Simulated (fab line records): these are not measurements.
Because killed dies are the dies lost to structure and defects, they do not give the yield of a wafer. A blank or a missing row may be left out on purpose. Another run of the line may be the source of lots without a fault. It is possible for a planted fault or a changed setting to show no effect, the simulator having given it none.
Problem report in the 8D (eight disciplines) form, filled by code	flow rit cmos	the parts of the form that need people (team, actions taken, sign-off) are left out

## 1. PROBLEM STATEMENT
Mean NRETRO_TW at RIT_NRETRO_TW_MEAS_10: 993 over 6 wafers in 2 lots; fault-free wafers: 1054, standard deviation 7.2. That is -8.5 standard deviations from the usual mean.
First seen on wafer L335.1, day 5 00:23, on film metro-02. Wafers with a number at this step in the record: 42, from 14 lots. Rule for "out", or "out of limits": more than 4 standard deviations from the usual mean. The other wafers with a number count as sound.

## 2. WHAT THIS IS AND IS NOT
question	is	is not
which readings at this step	NRETRO_TW	-
which lots	L335, L337	L323, L325, L326, L327, L328, L330, L333, L334, L343, L344, L345, L346
which wafers of those lots	all that have a number	-
read on which gauges	film metro-02	film metro-01, film metro-03
when	from day 5 00:23	up to then (24 sound wafers); but 12 sound wafers of L343, L344, L345, L346 came after

## 3. WHAT RULES OUT EACH SUSPECT
Counting: a tool at a process step up to the reading stays a suspect if it ran every lot that is out and no sound lot after the first of them.
- the gauge at RIT_NRETRO_TW_MEAS_10: ruled out. All the wafers that are out were read on film metro-02, but those of them that RIT_NRETRO_IMPLANT_08 has rows for are out there too, on other tools.
- implanter-01 at RIT_NRETRO_IMPLANT_08: kept. Every lot that is out went through it, starting with L335 (day 5 00:04), and after that it ran no sound lot; the last sound lot it ran before then is L333 (day 4 12:08). Out on those wafers are its own readings of dose ions cm2, faraday current uA.
Remaining after the count: implanter-01 at RIT_NRETRO_IMPLANT_08.

## 4. THE CAUSE (what the simulator had put in)
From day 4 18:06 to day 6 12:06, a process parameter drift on implanter-01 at RIT_NRETRO_IMPLANT_08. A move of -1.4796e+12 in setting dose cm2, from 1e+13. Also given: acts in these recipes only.
This tool alone remained once counting was done.

## 5. THE CHAIN OF EFFECTS, in route order
Each row: a reading whose mean over the struck wafers that have a number lies more than 3 standard deviations from the usual. Only readings whose record carries a usual standard deviation are examined. hours: median over the lots of the time between each lot's start at the first step of this table that gives one and its start at this step. sigmas: the change, counted in usual standard deviations.
hours	step	reading	usual	on struck wafers	change	sigmas
0	RIT_NRETRO_IMPLANT_08	dose ions cm2	1e+13	9e+12	-1e+12	-99 or more
0	RIT_NRETRO_IMPLANT_08	faraday current uA	31.7	26.9	-4.8	-7.6
0	RIT_NRETRO_TW_MEAS_10	NRETRO_TW	1054	993	-61	-8.5
The process steps in it:
- RIT_NRETRO_IMPLANT_08

## 6. HOW IT WOULD HAVE BEEN CAUGHT EARLIER
The first out-of-limits reading at a measuring or inspecting step in this record came at day 5 00:23, 6 hours after the fault's start at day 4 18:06.
Tool's own readings at RIT_NRETRO_IMPLANT_08, dose ions cm2, faraday current uA: out on all struck wafers the step has rows for; an alarm limit on them would have tripped on the first.
Lots out: 2; of these, L337 started RIT_NRETRO_IMPLANT_08 on implanter-01 after day 5 00:23. It would have been spared by a hold on the tool at that moment.
